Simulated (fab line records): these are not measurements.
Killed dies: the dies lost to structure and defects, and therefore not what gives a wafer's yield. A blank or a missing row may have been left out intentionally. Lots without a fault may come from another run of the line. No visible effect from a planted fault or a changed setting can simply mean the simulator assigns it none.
fab line records	flow berkeleyCmos170
record: lots: 7	wafers: 21	lastDay: 12
route steps=331 shown PWELL@37 M3@331
lots with no fault: from the same line, run without faults
startH: start of the lot's first displayed wafer, in hours after the record's first day	waitH: how many hours have passed since the lot's step before this one	" unchanged from the row above	L1.1+2: one row covering several wafers at once	- either no value or no given start	* or withheld: withheld	< > ~ a bound
route shown NAME@n: a module of which the file shows steps, and the number in the route of the first	usual: mean/standard deviation taken from wafers without a fault	same: alike in all rows	chamber/n: place in a boat	sites: the reading at each site	_std_site: standard deviation across them	_edge_site: inner sites' mean taken away from outer sites' mean	radiusMm: how far each site lies from the wafer's centre	mask NAME#n: copy n	behind: the last tool/chamber to shape the wafer	hold: reason for holding the lot/hours on hold/outcome of the hold	device: which transistor (n, p or np) failed to switch	end of line: the tests these same wafers got at the end of their route	a step given without rows: its recipe and nothing more	killed: not the wafer's yield, but the dies lost to structure and defects at the first sort	map: a wafer's dies, marking killed ones x, the rest . and places with no die _
set.NAME: the setting that was run; set.NAME@STEP: the one run at that earlier step	model.NAME: the simulator's own value behind a step, which no gauge read
lots at selected steps of the route; one table per step, one row per wafer
services: the hour from which a tool's chamber was out of use, counted from the record's first day as startH (under 0 if before that day), plus the number of hours and why
== steps ==
step: UCB170_PWELL_THK_MEAS_03
recipe: reads: SiO2_of_PWELL_OXIDATION_02
usual: PWELL_OXIDE_THK: 26.1/0.54
lot.wafer	tool	chamber	startH	waitH	PWELL_OXIDE_THK[nm]
L887.1	filmMetro-04	-	60.29	0.0	26.1
L887.2	"	-	"	"	25.8
L887.4	"	-	"	"	25.3
L892.3	filmMetro-04	-	80.45	0.0	26.3
L892.4	"	-	"	"	26.9
L892.5	"	-	"	"	26.6
L896.1	filmMetro-04	-	108.47	0.0	26.1
L896.4	"	-	"	"	26.0
L896.5	"	-	"	"	25.8
L898.2	filmMetro-01	-	115.80	0.0	26.4
L898.3	"	-	"	"	25.9
L898.4	"	-	"	"	26.4
L899.2	filmMetro-04	-	115.80	0.0	26.8
L899.5	"	-	"	"	26.6
L899.6	"	-	"	"	26.4
L903.2	filmMetro-02	-	142.61	0.0	26.5
L903.3	"	-	"	"	26.4
L903.4	"	-	"	"	26.8
L904.2	filmMetro-02	-	150.83	0.0	26.0
L904.3	"	-	"	"	26.3
L904.6	"	-	"	"	25.9
step: UCB170_PWELL_ANNEAL_04
recipe: tempC: 1000	timeS: 900	ambient: N2
step: UCB170_PWELL_CVD_05
recipe: material: Si3N4	targetThkNm: 220	tempC: 800	precursor: SiH2Cl2/NH3	timeS: 3300	pressureMtorr: 200	sih2cl2FlowSccm: 25	nh3FlowSccm: 75
step: UCB170_PWELL_THK_MEAS_06
recipe: reads: Si3N4_of_PWELL_CVD_05
usual: PWELL_NITRIDE_THK: 220.4/1.9
lot.wafer	tool	chamber	startH	waitH	PWELL_NITRIDE_THK[nm]
L887.1	filmMetro-04	-	63.62	0.0	222.9
L887.2	"	-	"	"	219.9
L887.4	"	-	"	"	222.0
L892.3	filmMetro-02	-	88.86	0.1	221.2
L892.4	"	-	"	"	222.3
L892.5	"	-	"	"	221.0
L896.1	filmMetro-04	-	116.00	0.0	221.9
L896.4	"	-	"	"	222.3
L896.5	"	-	"	"	221.1
L898.2	filmMetro-02	-	123.05	0.0	219.5
L898.3	"	-	"	"	220.8
L898.4	"	-	"	"	220.0
L899.2	filmMetro-01	-	123.05	0.0	221.3
L899.5	"	-	"	"	219.7
L899.6	"	-	"	"	220.0
L903.2	filmMetro-01	-	148.91	0.0	220.8
L903.3	"	-	"	"	222.1
L903.4	"	-	"	"	218.4
L904.2	filmMetro-02	-	159.70	0.0	220.4
L904.3	"	-	"	"	221.0
L904.6	"	-	"	"	219.3
step: UCB170_PWELL_HMDS_07
recipe: primeTimeS: 60	primeTempC: 100
step: UCB170_PWELL_COAT_08
recipe: resist: KrF	spinRpm: 1500	resistThkNm: 900
step: UCB170_PWELL_SOFTBAKE_09
recipe: resist: KrF	tempC: 130	timeS: 60
step: UCB170_PWELL_EXPOSE_10
recipe: maskId: PWELL	targetCdNm: 3000	na: 0.5	sigmaOuter: 0.6	sourceShape: conventional	doseMj: 19
step: UCB170_PWELL_PEB_11
recipe: pebTempC: 130	pebTimeS: withheld	resist: KrF
step: UCB170_PWELL_DEVELOP_12
recipe: developer: TMAH	developTimeS: 43.1	resist: KrF	devTempC: 21
step: UCB170_PWELL_OVL_MEAS_13
usual: PWELL_OVL: 0/4.7
lot.wafer	tool	chamber	startH	waitH	PWELL_OVL[nm]
L887.1	overlay-02	-	65.93	-	-11
L887.2	"	-	"	"	4
L887.4	"	-	"	"	0
L892.3	overlay-01	-	92.21	-	2
L892.4	"	-	"	"	4
L892.5	"	-	"	"	4
L896.1	overlay-02	-	117.47	-	3
L896.4	"	-	"	"	-1
L896.5	"	-	"	"	4
L899.2	overlay-01	-	123.95	-	5
L899.5	"	-	"	"	5
L899.6	"	-	"	"	-1
L898.2	overlay-02	-	124.19	-	-1
L898.3	"	-	"	"	-6
L898.4	"	-	"	"	2
L903.2	overlay-01	-	149.94	-	3
L903.3	"	-	"	"	3
L903.4	"	-	"	"	7
L904.2	overlay-01	-	160.99	-	5
L904.3	"	-	"	"	1
L904.6	"	-	"	"	-1
step: UCB170_PWELL_ETCH_14
recipe: chemistry: CH3F/Ar/O2	target: Si3N4	stopOn: SiO2	CH3F_flow_sccm: 20	Ar_flow_sccm: 50	O2_flow_sccm: 7	pressureMtorr: 50	rfW: 450	targetDepthA: 2420	overEtchFrac: 0.1	timeS: 151
usual: drypumpMotorCurrentA: 5.75/0.24	oesProductAu: 0.937/0.016	throttleValvePct: 8.01/0.13
lot.wafer	tool	chamber	startH	waitH	drypumpMotorCurrentA	oesProductAu	rfHoursCounterH	throttleValvePct
L887.1	rieDiel-04	1	65.96	0.0	5.57	0.955	144	8.27
L887.2	"	0	"	"	5.76	0.967	7	7.89
L887.4	"	2	"	"	5.77	0.951	85	8.02
L892.3	rieDiel-03	3	92.24	0.0	5.76	0.916	97	7.88
L892.4	"	0	"	"	5.72	0.930	61	8.19
L892.5	"	3	"	"	5.77	0.915	-	7.89
L896.1	rieDiel-01	1	117.51	0.0	6.02	0.929	105	7.84
L896.4	"	2	"	"	5.99	0.938	75	8.00
L896.5	"	0	"	"	5.35	0.928	-	7.94
L899.2	rieDiel-03	3	123.98	0.0	5.76	0.913	98	7.88
L899.5	"	1	"	"	5.68	0.964	-	8.19
L899.6	"	0	"	"	5.69	0.920	-	8.21
L898.2	rieDiel-04	3	124.22	0.0	5.47	0.940	15	8.05
L898.3	"	0	"	"	5.75	0.966	10	7.89
L898.4	"	2	"	"	5.76	0.951	88	8.01
L903.2	rieDiel-04	3	149.97	0.0	5.52	0.950	17	8.08
L903.3	"	2	"	"	5.78	0.949	89	8.01
L903.4	"	0	"	"	5.73	0.965	11	7.88
L904.2	rieDiel-03	3	161.02	0.0	5.77	0.905	100	7.91
L904.3	"	1	"	"	5.70	0.955	127	8.20
L904.6	"	3	"	"	5.77	0.909	-	7.88
step: UCB170_PWELL_IMPLANT_15
recipe: species: B	doseCm2: 5e+12	energyKev: 60	tiltDeg: 7
usual: beamEnergyKeV: 60.004/0.015	beamOnS: 10.02/0.21	endStationPressureTorr: 5.03e-06/2.4e-07	faradayCurrentUA: 15.8/0.32
lot.wafer	tool	chamber	startH	waitH	beamEnergyKeV	beamOnS	endStationPressureTorr	faradayCurrentUA
L887.1	implanter-03	0	66.06	0.1	59.998	10.10	5.3e-06	15.6
L887.2	"	0	"	"	59.998	9.92	4.98e-06	16.0
L887.4	"	0	"	"	60.005	10.17	5.19e-06	15.6
L892.3	implanter-03	0	92.39	0.1	60.016	9.78	4.88e-06	16.2
L892.4	"	0	"	"	60.022	10.21	5.34e-06	15.5
L892.5	"	0	"	"	60.030	10.02	5.1e-06	15.8
L896.1	implanter-03	0	117.61	0.1	59.982	12.14	9.463e-05	13.2
L896.4	"	0	"	"	59.994	12.30	8.981e-05	13.0
L896.5	"	0	"	"	59.996	12.04	0.00010584	13.3
L899.2	implanter-03	0	124.10	0.1	60.027	12.10	9.738e-05	13.2
L899.5	"	0	"	"	60.017	12.20	9.442e-05	13.1
L899.6	"	0	"	"	59.984	11.87	8.883e-05	13.5
L898.2	implanter-04	0	124.34	0.1	60.008	9.94	5.33e-06	16.0
L898.3	"	0	"	"	60.010	9.66	5.46e-06	16.3
L898.4	"	0	"	"	60.009	10.33	5.33e-06	15.3
L903.2	implanter-03	0	150.09	0.1	59.973	11.88	9.741e-05	13.4
L903.3	"	0	"	"	59.995	12.08	9.244e-05	13.3
L903.4	"	0	"	"	59.992	12.23	8.901e-05	13.1
L904.2	implanter-04	0	161.14	0.1	59.996	9.89	5.06e-06	16.1
L904.3	"	0	"	"	60.001	10.25	5.06e-06	15.5
L904.6	"	0	"	"	60.017	9.82	4.58e-06	16.1
step: UCB170_PWELL_STRIP_16
recipe: chemistry: O2	powerW: 400	pressureMtorr: 3500	platenTempC: withheld	o2FlowSccm: 400	overashFraction: 0.5
usual: drypumpMotorCurrentA: 5.81/0.16	oesProductAu: 0.721/0.0045	stripTimeToEndpointS: 18.12/0.15
lot.wafer	tool	chamber	startH	waitH	drypumpMotorCurrentA	oesProductAu	rfHoursCounterH	stripTimeToEndpointS
L887.1	plasmaAsher-03	0	66.21	0.1	6.04	0.715	29	17.86
L887.2	"	1	"	"	5.69	0.733	29	18.11
L887.4	"	1	"	"	5.70	0.714	-	18.14
L892.3	plasmaAsher-01	0	92.52	0.1	5.57	0.724	-	18.33
L892.4	"	1	"	"	5.85	0.719	-	18.22
L892.5	"	1	"	"	5.83	0.719	-	18.37
L896.1	plasmaAsher-02	0	117.76	0.1	5.78	0.717	0	18.02
L896.4	"	0	"	"	5.78	0.731	-	18.25
L896.5	"	0	"	"	5.77	0.724	-	18.13
L899.2	plasmaAsher-03	0	124.23	0.1	6.07	0.728	36	18.33
L899.5	"	1	"	"	5.70	0.724	-	18.16
L899.6	"	0	"	"	6.04	0.724	-	18.24
L898.2	plasmaAsher-02	0	124.47	0.1	5.75	0.720	1	18.04
L898.3	"	1	"	"	5.86	0.716	-	17.95
L898.4	"	0	"	"	5.79	0.728	-	17.89
L903.2	plasmaAsher-03	1	150.22	0.1	5.67	0.733	39	18.02
L903.3	"	1	"	"	5.69	0.717	-	17.92
L903.4	"	0	"	"	6.09	0.723	-	17.97
L904.2	plasmaAsher-03	0	161.27	0.1	6.09	0.721	40	18.31
L904.3	"	0	"	"	6.09	0.723	-	17.96
L904.6	"	1	"	"	5.69	0.723	-	18.28
step: UCB170_PWELL_TW_MEAS_17
usual: PWELL_TW: 378.9/1.9
lot.wafer	tool	chamber	startH	waitH	PWELL_TW
L887.1	filmMetro-04	-	66.31	0.1	382.6
L887.2	"	-	"	"	383.3
L887.4	"	-	"	"	381.3
L892.3	filmMetro-04	-	92.61	0.1	382.9
L892.4	"	-	"	"	381.5
L892.5	"	-	"	"	381.4
L896.1	filmMetro-01	-	117.86	0.1	403.8
L896.4	"	-	"	"	401.9
L896.5	"	-	"	"	403.2
L899.2	filmMetro-01	-	124.34	0.1	400.5
L899.5	"	-	"	"	400.7
L899.6	"	-	"	"	401.2
L898.2	filmMetro-02	-	124.58	0.1	382.5
L898.3	"	-	"	"	381.2
L898.4	"	-	"	"	378.8
L903.2	filmMetro-04	-	150.33	0.1	400.2
L903.3	"	-	"	"	399.8
L903.4	"	-	"	"	401.2
L904.2	filmMetro-01	-	161.38	0.1	376.3
L904.3	"	-	"	"	377.2
L904.6	"	-	"	"	379.7
step: UCB170_PWELL_CLEAN_18
recipe: chemistry: SPM	tempC: 120	timeS: 600
step: UCB170_M3_PROBE_99
lot.wafer	tool	chamber	startH	waitH	model.etest.nwell.widthNm	model.etest.nwell.lineOhmUm	model.etest.isoNplusNwell.lateralLog10AUm	model.etest.diodeNplusPwell.cjFfUm2	model.etest.diodeNplusComb.cjFfUm2	model.etest.nmos_0p35.bodyRiseV
L887.1	prober-01	-	200.75	0.1	2366	363.6	-8.105	0.4275	0.7986	0.3234
L887.2	prober-01	-	200.80	0.1	2354	363.1	-8.131	0.4279	0.7997	0.3267
L887.4	prober-01	-	200.90	0.2	2375	362.1	-8.114	0.4293	0.795	0.3241
L892.3	prober-02	-	224.52	0.2	2368	361.5	-8.126	0.421	0.8045	0.3272
L892.4	prober-02	-	224.57	0.2	2369	361.4	-8.097	0.4229	0.7992	0.3257
L892.5	prober-02	-	224.62	0.2	2365	367.3	-8.065	0.425	0.8034	0.3329
L899.2	prober-01	-	252.33	0.1	2290	379.9	-8.162	0.4497	0.8179	0.3307
L899.5	prober-01	-	252.48	0.2	2284	378.3	-8.125	0.4516	0.8173	0.3232
L899.6	prober-01	-	252.53	0.2	2278	378.3	-8.133	0.4524	0.8184	0.3315
L896.1	prober-02	-	252.56	0.1	2278	379.1	-8.141	0.4553	0.825	0.3305
L896.4	prober-02	-	252.71	0.2	2280	372.6	-8.162	0.4518	0.8175	0.3313
L896.5	prober-02	-	252.76	0.2	2266	379.7	-8.135	0.4532	0.8228	0.3318
L898.2	prober-01	-	252.75	0.1	2368	370.4	-8.082	0.4247	0.804	0.3226
L898.3	prober-01	-	252.80	0.2	2366	369.2	-8.038	0.4237	0.8066	0.3172
L898.4	prober-01	-	252.85	0.2	2362	369.5	-8.102	0.4234	0.8069	0.3183
L903.2	prober-02	-	271.98	0.1	2280	377.8	-8.175	0.4543	0.8154	0.3325
L903.3	prober-02	-	272.03	0.2	2282	374.5	-8.209	0.4537	0.8146	0.3273
L903.4	prober-02	-	272.08	0.2	2290	371.1	-8.147	0.4541	0.8176	0.332
L904.2	prober-02	-	296.09	0.1	2371	367	-8.053	0.4236	0.8041	0.3228
L904.3	prober-02	-	296.14	0.2	2357	369.9	-8.092	0.4247	0.8025	0.3207
L904.6	prober-02	-	296.29	0.2	2368	364.6	-8.12	0.4219	0.8051	0.325
killed by level:class
L887.1 SPACER:geometricParticle:open=1 CONTACT:geometricParticle:short=1
L887.2 START:geometricParticle:short=2 SCREENOX:geometricParticle:open=1 GATE:geometricParticle:open=1 SPACER:geometricParticle:short=1 SILICIDE:geometricParticle:short=1 V1:geometricParticle:short=1
L887.4 V2:geometricParticle:open=2 GATE:geometricParticle:short=1 SPACER:geometricParticle:short=1 SPACER:geometricParticle:open=1 V1:geometricParticle:open=1 M3:geometricParticle:open=1
L892.3 SACOX:geometricParticle:short=1
L892.4 SPACER:areaEtchback=8 M3:geometricParticle:short=1 M2:coatMicrobubblePrinted=1
L892.5 V1:geometricParticle:open=1 M2:geometricParticle:open=1 M2:coatMicrobubblePrinted=1
L896.1 ACTIVE:geometricParticle:short=1 SPACER:geometricParticle:short=1 SPACER:geometricParticle:open=1 M1:geometricParticle:short=1
L896.4 M1:geometricParticle:short=1 V1:geometricParticle:open=1 V1:geometricParticle:short=1
L898.2 ACTIVE:areaEtch=5 GATE:geometricParticle:open=1 SPACER:geometricParticle:open=1
L896.5
L898.3 SILICIDE:geometricParticle:open=2 FIELD:geometricParticle:open=1 FIELD:geometricParticle:short=1 GATE:geometricParticle:open=1 GATE:geometricParticle:short=1 M2:geometricParticle:short=1 V2:geometricParticle:open=1
L898.4 SPACER:geometricParticle:short=1 SILICIDE:geometricParticle:open=1 CONTACT:geometricParticle:open=1 M2:geometricParticle:short=1
L903.2 SCREENOX:geometricParticle:open=1 SILICIDE:geometricParticle:open=1 V1:geometricParticle:open=1
L903.3 GATE:geometricParticle:short=1 SPACER:geometricParticle:open=1 SPACER:geometricParticle:short=1 SILICIDE:geometricParticle:short=1 M1:geometricParticle:short=1
L903.4 SACOX:geometricParticle:short=1 SPACER:geometricParticle:short=1
L904.2 START:geometricParticle:short=1 SPACER:geometricParticle:short=1 M2:geometricParticle:open=1
L904.3 FIELD:geometricParticle:short=2 FIELD:geometricParticle:open=1 GATE:geometricParticle:short=1 M1:geometricParticle:short=1 V1:geometricParticle:open=1 V1:geometricParticle:short=1
L904.6 ACTIVE:areaEtch=9 ACTIVE:geometricParticle:open=1 GATE:geometricParticle:short=1 V1:geometricParticle:short=1
== services ==
tool	chamber	startH	hours	kind
rieDiel-04	2	56.17	6.7	repair
rieDiel-03	3	73.29	4.0	repair
implanter-03	-	87.39	1.5	repair
implanter-04	-	89.44	2.6	repair
rieDiel-01	3	96.11	8.0	repair
plasmaAsher-02	-	108.75	9.0	pm
plasmaAsher-02	0	108.75	9.0	ventCycle
plasmaAsher-02	1	108.75	9.0	ventCycle
rieDiel-01	0	108.79	5.0	repair
rieDiel-03	3	114.77	5.8	repair
plasmaAsher-02	0	117.75	-	clean
plasmaAsher-02	1	117.75	-	clean
implanter-04	-	120.71	1.9	repair
rieDiel-01	0	140.99	-	clean
rieDiel-01	0	140.99	19.0	scheduledDown
rieDiel-01	0	140.99	19.0	ventCycle
implanter-04	-	148.27	1.6	repair
== key ==
firstSign: step: UCB170_PWELL_IMPLANT_15	reading: endStationPressureTorr	direction: up	sigmas: 99+	usual: 5.03e-06	struck: 9.442e-05
effect: step: UCB170_PWELL_IMPLANT_15	reading: beamOnS	direction: up	sigmas: 10	usual: 10.02	struck: 12.09
effect: step: UCB170_PWELL_TW_MEAS_17	reading: PWELL_TW	direction: up	sigmas: 12	usual: 378.9	struck: 401.4
modelEffect: step: UCB170_M3_PROBE_99	value: etest.nwell.widthNm	without: 2368	struck: 2281
metAt UCB170_PWELL_IMPLANT_15
struckWafers L896.1,L896.4,L896.5,L899.2,L899.5,L899.6,L903.2,L903.3,L903.4
sortLeftOut L899.2,L899.5,L899.6
testerLeftOut L896,L899,L903
onsetBetween 92.39 117.61
fault: kind: processParameterDrift	tool: implanter-03	chamber: -	onsetH: 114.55	steps: UCB170_PWELL_IMPLANT_15	channel: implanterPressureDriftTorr	offset: 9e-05	shape: step	endH: 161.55
fault: kind: processParameterDrift	tool: implanter-03	chamber: -	onsetH: 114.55	steps: UCB170_PWELL_IMPLANT_15	channel: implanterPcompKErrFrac	offset: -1	shape: step	endH: 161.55
testerLeftOut: of these lots the tester's yield and bins aren't shown, on N5 and GAA mostly nor the transistor test; their killed dies are dies lost to structure and defects alone, not to doping, threshold or leakage, so they don't give the yield
sortLeftOut: the simulated sort isn't trusted on such a fault, so these wafers' sort isn't shown, and their yield isn't known
